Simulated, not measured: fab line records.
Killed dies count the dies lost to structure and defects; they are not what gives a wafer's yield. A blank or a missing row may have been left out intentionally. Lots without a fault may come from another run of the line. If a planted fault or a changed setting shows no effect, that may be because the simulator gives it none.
What tool caused it? | flow ritCmos | Sampling: 7 lots, 21 wafers, 2 of 202 route steps

== WHAT EACH GAUGE READ, for each wafer ==
RIT_FOX1_THK_MEAS_01.
lot  | measured    | on           | FOX1_OXIDE_THK (nm)
L266 | day 2 10:11 | filmMetro-04 | 344 346 342
L268 | day 2 20:33 | filmMetro-03 | 350 347 345
L270 | day 3 05:15 | filmMetro-04 | 345 346 341
L274 | day 4 05:05 | filmMetro-02 | 335 335 334
L277 | day 4 19:48 | filmMetro-02 | 215 216 222
L284 | day 6 03:32 | filmMetro-02 | 347 347 347
L286 | day 6 14:25 | filmMetro-04 | 346 347 353

== TOOL THAT RAN EACH LOT (tool first, then ch and the chambers of the sampled wafers, then the start) ==
lot  | RIT_FOX1_OXIDATION_00
L266 | furnace-04 ch 0, day 2 08:51
L268 | furnace-04 ch 0, day 2 19:13
L270 | furnace-03 ch 0, day 3 03:56
L274 | furnace-04 ch 0, day 4 03:46
L277 | furnace-03 ch 0, day 4 18:28
L284 | furnace-04 ch 0, day 6 02:13
L286 | furnace-01 ch 0, day 6 13:06
- RIT_FOX1_OXIDATION_00: target thk 350.7 nm, ox time 1130 s.

== THE ANSWER, worked out from the rows above alone ==
Rule: what is usual is taken from the lots themselves. The widest of any qualifying gaps counts: lots, ordered by their means at a reading, are off when they make up no more than a third of the lots, leave a main group of 4 or more, and stand apart from it by 3 or more times the standard deviation of that group's means. If all means in a main group match to the digits the tables above print for the reading, that group is not used. Also off: a lot with no number at a reading for which 4 or more lots have one. The other lots that the step has rows for count as sound.
Off: at RIT_FOX1_THK_MEAS_01 (FOX1_OXIDE_THK), L277. The main group: mean 344 nm, standard deviation 4.6.
If a tool, at a process step before that reading, ran all the lots that are off and no sound lot after the first of them, it fits. Gauges at RIT_FOX1_THK_MEAS_01: tried the same way as those tools. One candidate fits, namely furnace-03 at RIT_FOX1_OXIDATION_00. A fault onset in the window from L270 (day 3 03:56, its last sound lot) to L277 (day 4 18:28, its first lot off) fits.

== WHAT HAD BEEN PUT IN BY THE SIMULATOR ==
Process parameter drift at RIT_FOX1_OXIDATION_00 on furnace-03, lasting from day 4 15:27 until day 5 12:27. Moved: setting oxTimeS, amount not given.
Shown lots that were struck: L277. The rule given above showed the same thing.
